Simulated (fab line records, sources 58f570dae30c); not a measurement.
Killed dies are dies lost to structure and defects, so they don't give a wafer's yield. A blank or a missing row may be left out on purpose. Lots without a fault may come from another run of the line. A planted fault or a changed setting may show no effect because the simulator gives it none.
Problem report in the 8D (eight disciplines) form, filled by code | flow berkeley_cmos170 | the parts of the form that need people (team, actions taken, sign-off) are left out

1. THE PROBLEM
oes_product_au at UCB170_GATE_ETCH_14 reads a mean of 0.780 a.u. on 6 wafers of 2 lots; wafers without a fault read 1.006 a.u. with a standard deviation of 0.02. That is -11 standard deviations from the usual mean.
The step: etches BARC in N2/H2.
First seen on wafer L262.2, day 8 18:25, on rie_diel-01. The record holds 42 wafers of 14 lots with a number at this step. Rule for "out", or "out of limits": more than 4 standard deviations from the usual mean. The other wafers with a number count as sound.

2. WHAT IT IS AND WHAT IT IS NOT
question                    | is                     | is not
which readings at this step | oes_product_au         | drypump_motor_current_A, n2_flow_sccm, throttle_valve_pct
which lots                  | L262, L264             | L253, L254, L255, L256, L257, L259, L260, L267, L271, L272, L273, L275
which wafers of those lots  | all that have a number | -
read on which tools         | rie_diel-01            | rie_diel-02, rie_diel-03
when                        | from day 8 18:25       | up to then (21 sound wafers); but 15 sound wafers of L267, L271, L272, L273, L275 came after

3. SUSPECTS, AND WHAT RULES EACH OUT
Counting: a tool at a process step up to the reading stays a suspect if it ran every lot that is out and no sound lot after the first of them.
- rie_diel-01 at UCB170_GATE_ETCH_14 (etches BARC in N2/H2): kept. It ran every lot that is out, first L262 (day 8 18:25), and no sound lot after that; its last sound lot up to then is L259 (day 8 07:44). Its own readings are out on those wafers: oes_product_au.
Left after counting: rie_diel-01 at UCB170_GATE_ETCH_14.

4. THE CAUSE (what the simulator had put in)
Process parameter drift: rie_diel-01, from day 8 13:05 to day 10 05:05, at UCB170_GATE_ETCH_14. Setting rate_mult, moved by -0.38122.
Counting left only this tool.

5. THE CHAIN OF EFFECTS, in route order
Each row: a reading whose mean over the struck wafers that have a number lies more than 3 standard deviations from the usual. Only readings for which the record gives a usual standard deviation are gone through. hours: the time from each lot's start at the first step in this table that gives one to its start at this step, as a median over the lots. sigmas: the change in usual standard deviations.
hours | step                | reading        | usual      | on struck wafers | change | sigmas
0     | UCB170_GATE_ETCH_14 | oes_product_au | 1.006 a.u. | 0.780            | -0.226 | -11
The process steps in it:
- UCB170_GATE_ETCH_14: etches BARC in N2/H2.

6. WHAT WOULD HAVE CAUGHT IT SOONER
In this record the first reading out of limits was taken at day 8 18:25, 5 hours after the fault began at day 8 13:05.
